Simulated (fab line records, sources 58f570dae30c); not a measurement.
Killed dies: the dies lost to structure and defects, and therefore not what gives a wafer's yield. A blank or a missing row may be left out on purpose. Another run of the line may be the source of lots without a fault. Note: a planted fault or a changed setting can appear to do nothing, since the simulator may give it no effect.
Problem report, 8D (eight disciplines) form, completed by code | flow berkeleyCmos170 | the parts of the form that need people (team, actions taken, sign-off) are left out

1. THE ISSUE
Mean V1_TEOS_THK at UCB170_V1_THK_MEAS_01: 2218 nm over 5 wafers in 2 lots; fault-free wafers: 2005 nm, standard deviation 26. That is +8.2 standard deviations from the usual mean.
First seen on wafer L293.3, day 9 01:16, on filmMetro-03. Wafers with a number at this step in the record: 41, from 14 lots. Rule for "out" (also "out of limits"): further than 4 standard deviations from the usual mean. Any other wafer with a number is counted as sound.

2. WHAT IT IS, AND WHAT IT ISN'T
question                    | is                         | is not
which readings at this step | V1_TEOS_THK                | -
which lots                  | L293, L295                 | L290, L291, L292, L294, L296, L303, L304, L306, L307, L308, L309, L312
which wafers of those lots  | all that have a number     | -
read on which gauges        | filmMetro-01, filmMetro-03 | filmMetro-04
when                        | from day 9 01:16           | up to then (12 sound wafers); but 24 sound wafers of L296, L303, L304, L306, L307, L308, L309, L312 came after

3. SUSPECTS, AND WHAT RULES EACH OUT
Counting: a tool at a process step up to the reading stays a suspect if it ran every lot that is out and no sound lot after the first of them.
- the gauge at UCB170_V1_THK_MEAS_01: ruled out. Those wafers that are out were read across 2 gauges (filmMetro-01, filmMetro-03).
- plasmaAsher-03 at UCB170_NSD_STRIP_09 (strips in O2): ruled out as a lasting fault. The sound lots L309, L307, L308 went through it after L293, its earliest lot that is out (day 8 13:16).
- rtpAnneal-01 at UCB170_SDANNEAL_RTA_00 (time 10 s): ruled out as a lasting fault. The sound lots L296, L303, L309, L307, L312 went through it after L293, its earliest lot that is out (day 8 14:30).
- pecvd-04 at UCB170_V1_CVD_00 (deposits SiO2 from TEOS/O2, target thk 2000 nm, time 250 s): ruled out as a lasting fault. The sound lots L306, L308, L312 went through it after L293, its earliest lot that is out (day 9 01:06).
Left after counting: nothing in the record.

4. THE CAUSE (what the simulator had put in)
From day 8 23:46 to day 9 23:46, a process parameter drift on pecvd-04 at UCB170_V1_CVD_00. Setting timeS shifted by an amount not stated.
Counting ruled it out, wrongly: the rule takes a fault to strike every lot that its tool runs from its start on, and this one did not.

5. SEQUENCE OF EFFECTS, ordered by route
Each row: a reading whose mean over the struck wafers that have a number lies more than 3 standard deviations from the usual. Readings are gone through only where the record gives a usual standard deviation; hours: the median, over the lots, of the time from a lot's start at the first step in this table giving one to that lot's start at this step; sigmas: the change measured in usual standard deviations.
hours | step                  | reading     | usual   | on struck wafers | change | sigmas
0     | UCB170_V1_CVD_00      | runLengthS  | 277.9 s | 304.3            | +26.4  | +55
0     | UCB170_V1_THK_MEAS_01 | V1_TEOS_THK | 2005 nm | 2218             | +213   | +8.2
It contains these process steps:
- UCB170_V1_CVD_00: deposits SiO2 from TEOS/O2, target thk 2000 nm, time 250 s.

6. HOW IT WOULD HAVE BEEN CAUGHT EARLIER
2 hours passed between the start of the fault at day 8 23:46 and the first reading out of limits at a measuring or inspecting step in this record, taken at day 9 01:16.
The tool's own readings at UCB170_V1_CVD_00 were out on every struck wafer that the step has a row for (runLengthS): an alarm limit on them would have fired on the first of those.
